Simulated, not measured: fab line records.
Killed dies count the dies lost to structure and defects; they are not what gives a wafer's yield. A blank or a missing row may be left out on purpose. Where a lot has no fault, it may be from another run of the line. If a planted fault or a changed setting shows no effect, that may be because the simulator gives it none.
Which tool is to blame? + flow rit-cmos + 13 lots (39 wafers sampled), 1 step of a 202-step route

## WHAT EACH GAUGE READ, for each wafer
No reading from a measuring or inspecting step in the record can be judged against a usual standard deviation.

## TOOL THAT RAN EACH LOT (tool first, then ch and the chambers of the sampled wafers, then the start)
| lot  | RIT_PSD_STRIP_09                    |
|------|-------------------------------------|
| L541 | plasma-asher-04 ch 0,1, day 3 01:02 |
| L542 | plasma-asher-02 ch 0,1, day 3 06:20 |
| L543 | plasma-asher-02 ch 0,1, day 3 13:57 |
| L544 | plasma-asher-01 ch 0,1, day 3 15:34 |
| L546 | plasma-asher-02 ch 0,1, day 4 06:50 |
| L550 | plasma-asher-04 ch 0, day 4 21:06   |
| L554 | plasma-asher-02 ch 0,1, day 5 22:51 |
| L557 | plasma-asher-01 ch 0,1, day 6 11:50 |
| L558 | plasma-asher-01 ch 0,1, day 6 17:55 |
| L560 | plasma-asher-02 ch 0,1, day 7 02:36 |
| L561 | plasma-asher-01 ch 0,1, day 7 08:43 |
| L562 | plasma-asher-02 ch 0,1, day 7 12:01 |
| L564 | plasma-asher-04 ch 0,1, day 7 22:59 |
- RIT_PSD_STRIP_09: strips in O2, time 180 s.

## WHAT THE TOOLS THEMSELVES READ (means of the sampled wafers that have a number; where no wafer has one, the mark that the record gives instead)
RIT_PSD_STRIP_09. Usual: chamber-pressure-mTorr 4000 mTorr, standard deviation 3.7; drypump-motor-current-A 5.95 A, standard deviation 0.22; run-length-s 208.4 s, standard deviation 0.6.
| lot  | tool            | chamber-pressure-mTorr (mTorr) | drypump-motor-current-A (A) | run-length-s (s) | flag |
|------|-----------------|--------------------------------|-----------------------------|------------------|------|
| L541 | plasma-asher-04 | 4001                           | 6.21                        | 208.7            |      |
| L542 | plasma-asher-02 | 4005                           | 5.84                        | 208.7            |      |
| L543 | plasma-asher-02 | 4004                           | 5.82                        | 208.8            |      |
| L544 | plasma-asher-01 | 3998                           | 5.92                        | 117.2            | OFF  |
| L546 | plasma-asher-02 | 4001                           | 5.83                        | 208.3            |      |
| L550 | plasma-asher-04 | 4003                           | 6.39                        | 208.5            |      |
| L554 | plasma-asher-02 | 4000                           | 5.85                        | 208.5            |      |
| L557 | plasma-asher-01 | 4002                           | 5.92                        | 207.7            |      |
| L558 | plasma-asher-01 | 4003                           | 6.12                        | 207.7            |      |
| L560 | plasma-asher-02 | 4003                           | 5.83                        | 208.6            |      |
| L561 | plasma-asher-01 | 3998                           | 6.11                        | 208.0            |      |
| L562 | plasma-asher-02 | 4001                           | 5.84                        | 208.2            |      |
| L564 | plasma-asher-04 | 4001                           | 6.02                        | 208.9            |      |

## THE ANSWER, worked out from the rows above alone
Rule: a lot is off if the mean of its wafers that have a number lies more than 3 standard deviations from the usual mean. Also off: a lot with no number at a reading for which 4 or more lots have one. Any other lot the step has rows for is counted as sound. Order of review: gauges by route order, followed by the tools' own readings, for which a lot's mean as printed above is used. The first step at which some lot is off is used, and at that step the reading that is off furthest; a lot without a number counts as furthest.
Off: L544 (RIT_PSD_STRIP_09, run-length-s).
If a tool, at that step or one of the process steps before it, ran each lot that is off and ran no sound lot following the first of them, it fits. No candidate that was tried fits.

## WHAT THE SIMULATOR HAD INSERTED
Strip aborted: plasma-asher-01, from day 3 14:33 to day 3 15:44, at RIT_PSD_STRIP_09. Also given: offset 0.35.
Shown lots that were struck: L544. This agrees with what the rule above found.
